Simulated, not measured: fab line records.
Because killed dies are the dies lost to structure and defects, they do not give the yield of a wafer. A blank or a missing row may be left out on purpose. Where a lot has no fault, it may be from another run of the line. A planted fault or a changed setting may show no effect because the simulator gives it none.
A lot that was struck, set against a sound lot	flow rit-cmos	16 steps out of a route of 202
Sound: these wafers, L410.1, L410.2, L410.5. Struck: wafers L425.2, L425.3, L425.4. The cause is named last.
Each step with rows lists, per side, the tool, then ch with its chambers, then its first start. Under that, the readings that differ: sound wafers	struck wafers	difference of the means	sigmas: that difference in standard deviations of wafers without a fault.
alike: same words and numbers on both sides, and readings whose means sit less than 2 such deviations apart. not compared: any withheld reading, any reading some wafer has no value for, any bound like >300 that may hide the same value, and any number with overlapping values for which the record gives no deviation.
A row with sigmas, a row that says differs or no value, or rows on one side alone: a step with any of these is where the two part. Non-overlapping numbers with no deviation appear without sigmas and do not part them. A reading missing from all wafers of one side parts the sides only when that side holds two or more wafers.

first, 4 steps without rows for these wafers: RIT_ACTIVE_SOFTBAKE_07 (time 60 s); RIT_ACTIVE_EXPOSE_08 (exposes mask M1, target cd 1400 nm); RIT_ACTIVE_PEB_09; RIT_ACTIVE_DEVELOP_10 (develop time 50 s).
RIT_ACTIVE_CD_MEAS_11 targets a cd of 1400 nm.
  sound: cd-sem-02 at day 2 00:26; struck: cd-sem-02 at day 5 03:46
  alike: cd-nm
then, 1 step without rows for these wafers: RIT_ACTIVE_HARDBAKE_12 (time 60 s).
RIT_ACTIVE_ETCH_13: etches Si3N4 in SF6, stops on SiO2, time 210 s, target depth 210 nm.
  sound on rie-diel-03 ch 1,2,3, day 2 00:43; struck on rie-diel-01 ch 0,1,3, day 5 04:01
  alike: drypump-motor-current-A, oes-product-au, throttle-valve-pct
  not compared: rf-hours-counter-h
RIT_ACTIVE_STRIP_14: strips in O2, time 180 s.
  sound on plasma-asher-04 ch 0,1, day 2 00:50; struck on plasma-asher-04 ch 0,1, day 5 04:08
  alike: drypump-motor-current-A
  not compared: rf-hours-counter-h
RIT_ACTIVE_CD_MEAS_90 targets a cd of 1400 nm.
  sound: cd-sem-01 at day 2 01:01; struck: cd-sem-02 at day 5 04:20
  alike: cd-nm
then, 3 steps without rows for these wafers: RIT_ACTIVE_CLEAN_15 (cleans in SC1, time 600 s); RIT_ACTIVE_CLEAN_16 (cleans in dHF, time 30 s); RIT_ACTIVE_CLEAN_17 (cleans in SC2, time 600 s).
RIT_FOX1_OXIDATION_00: target thk 350.7 nm, ox time 1130 s.
  sound on furnace-01 ch 0, day 2 01:31; struck on furnace-03 ch 0, day 5 05:33
reading	sound	struck	difference	sigmas
spike-tc-centre-C (C)	1098.6 1102.3 1103.8	1129.1 1128.2 1127.9	+26.8	+24
spike-tc-load-C (C)	1129.9 1128.5 1127.3	1153.6 1151.8 1153.2	+24.3	+17
spike-tc-source-C (C)	1119 1118 1119	1151 1153 1149	+32	+8
tube-center-temp-C (C)	1100.0 1099.9 1100.1	1125.1 1125.1 1125.2	+25.1	+99 or more
tube_center_temp_C_max	1102.4 1102.8 1103.3	1128.0 1127.2 1127.4	+24.7	+59
model.SiO2_of_FOX1_OXIDATION_00.thk-nm (nm)	351.1 349.3 349.9	387.7 389.9 392.1	+39.8	
RIT_FOX1_THK_MEAS_01:
  sound: film-metro-04 at day 2 02:50; struck: film-metro-01 at day 5 06:53
reading	sound	struck	difference	sigmas
FOX1_OXIDE_THK (nm)	351 349 350	388 390 392	+40	+5
then, 1 step without rows for these wafers: RIT_FOX1_WET_ETCH_02 (etches SiO2 in BOE, target depth 350 nm, time 390 s).
RIT_M1_PROBE_99:
  sound: prober-01 at day 3 21:38; struck: prober-02 at day 6 22:41
reading	sound	struck	difference	sigmas
model.etest.pldd.width-nm (nm)	3200 3214 3190	3143 3137 3154	-57	
model.etest.nldd.width-nm (nm)	3214 3207 3185	3153 3157 3135	-54	
model.etest.pplus-sal.width-nm (nm)	3470 3474 3450	3416 3430 3406	-47	
model.etest.nplus-sal.width-nm (nm)	3479 3450 3450	3396 3404 3402	-59	
  alike: killed-at-contacts, killed-at-front-end, killed-dies, killed-open, killed-short
  not compared: model.etest.poly-comb-over-steps.leak-log10-a-um

== WHERE THEY PART ==
At RIT_FOX1_OXIDATION_00 first; at RIT_FOX1_THK_MEAS_01 last (within this record only). Later steps at which nothing parts them and some readings are alike: RIT_M1_PROBE_99.

WHY: whatever the simulator had introduced
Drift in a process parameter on furnace-03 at RIT_FOX1_OXIDATION_00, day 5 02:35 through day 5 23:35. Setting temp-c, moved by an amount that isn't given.
